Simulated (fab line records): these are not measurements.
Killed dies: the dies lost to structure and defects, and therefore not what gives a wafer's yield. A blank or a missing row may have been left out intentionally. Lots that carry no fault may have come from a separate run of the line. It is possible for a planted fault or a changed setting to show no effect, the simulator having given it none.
Which tool was responsible? || flow berkeleyCmos170 || 7 lots, 21 wafers sampled, at 2 steps of a route of 331

WHAT EACH GAUGE READ, for each wafer
UCB170_M1_CD_MEAS_90: target cd 700 nm.
{"lot": "L878", "measured": "day 7 05:30", "on": "cdSem-01", "cdNm (nm)": "700.6 698.7 697.7"}
{"lot": "L880", "measured": "day 7 17:59", "on": "cdSem-02", "cdNm (nm)": "702.1 703.2 698.3"}
{"lot": "L882", "measured": "day 8 07:36", "on": "cdSem-01", "cdNm (nm)": "700.4 696.8 701.8"}
{"lot": "L883", "measured": "day 8 09:23", "on": "cdSem-01", "cdNm (nm)": "- - -"}
{"lot": "L894", "measured": "day 10 03:41", "on": "cdSem-01", "cdNm (nm)": "697.2 696.9 700.5"}
{"lot": "L895", "measured": "day 10 04:13", "on": "cdSem-02", "cdNm (nm)": "697.1 698.7 697.8"}
{"lot": "L898", "measured": "day 11 05:41", "on": "cdSem-02", "cdNm (nm)": "696.2 702.1 694.7"}

WHAT TOOL EACH LOT RAN ON (gives the tool, then ch and the chambers of the sampled wafers, and finally the start)
{"lot": "L878", "UCB170_M1_METAL_ETCH_12": "rieMetal-04 ch 0,1, day 7 05:16"}
{"lot": "L880", "UCB170_M1_METAL_ETCH_12": "rieMetal-02 ch 0,1, day 7 17:46"}
{"lot": "L882", "UCB170_M1_METAL_ETCH_12": "rieMetal-04 ch 0,1, day 8 07:22"}
{"lot": "L883", "UCB170_M1_METAL_ETCH_12": "rieMetal-01 ch 0, day 8 09:05"}
{"lot": "L894", "UCB170_M1_METAL_ETCH_12": "rieMetal-04 ch 0, day 10 03:24"}
{"lot": "L895", "UCB170_M1_METAL_ETCH_12": "rieMetal-04 ch 0,1, day 10 03:59"}
{"lot": "L898", "UCB170_M1_METAL_ETCH_12": "rieMetal-04 ch 0,1, day 11 05:23"}
- UCB170_M1_METAL_ETCH_12: etches Al in Cl2/BCl3, stops on PSG, target depth 780 nm, time 130 s.

THE ANSWER, worked out from the rows above alone
Rule: what is usual is taken from the lots themselves. The widest of any qualifying gaps counts: lots, ordered by their means at a reading, are off when they make up no more than a third of the lots, leave a main group of 4 or more, and stand apart from it by 3 or more times the standard deviation of that group's means. A main group whose means are all the same, to the digits that the tables above print for the reading, isn't used. Also off: a lot with no number at a reading for which 4 or more lots have one. Where the step has rows for the other lots, those lots are counted as sound.
Off at UCB170_M1_CD_MEAS_90 (cdNm): L883. Without a number there: L883. For the main group the mean is 698.9 nm and the standard deviation 1.2.
A tool fits if, at a process step before that reading, it ran every lot that is off, and no sound lot after the first of them. Gauges at UCB170_M1_CD_MEAS_90: tried the same way as those tools. One fits: rieMetal-01 at UCB170_M1_METAL_ETCH_12. It ran no sound lot before its first lot that is off in this sample, so the start can't be narrowed down.

WHAT THE SIMULATOR PUT IN
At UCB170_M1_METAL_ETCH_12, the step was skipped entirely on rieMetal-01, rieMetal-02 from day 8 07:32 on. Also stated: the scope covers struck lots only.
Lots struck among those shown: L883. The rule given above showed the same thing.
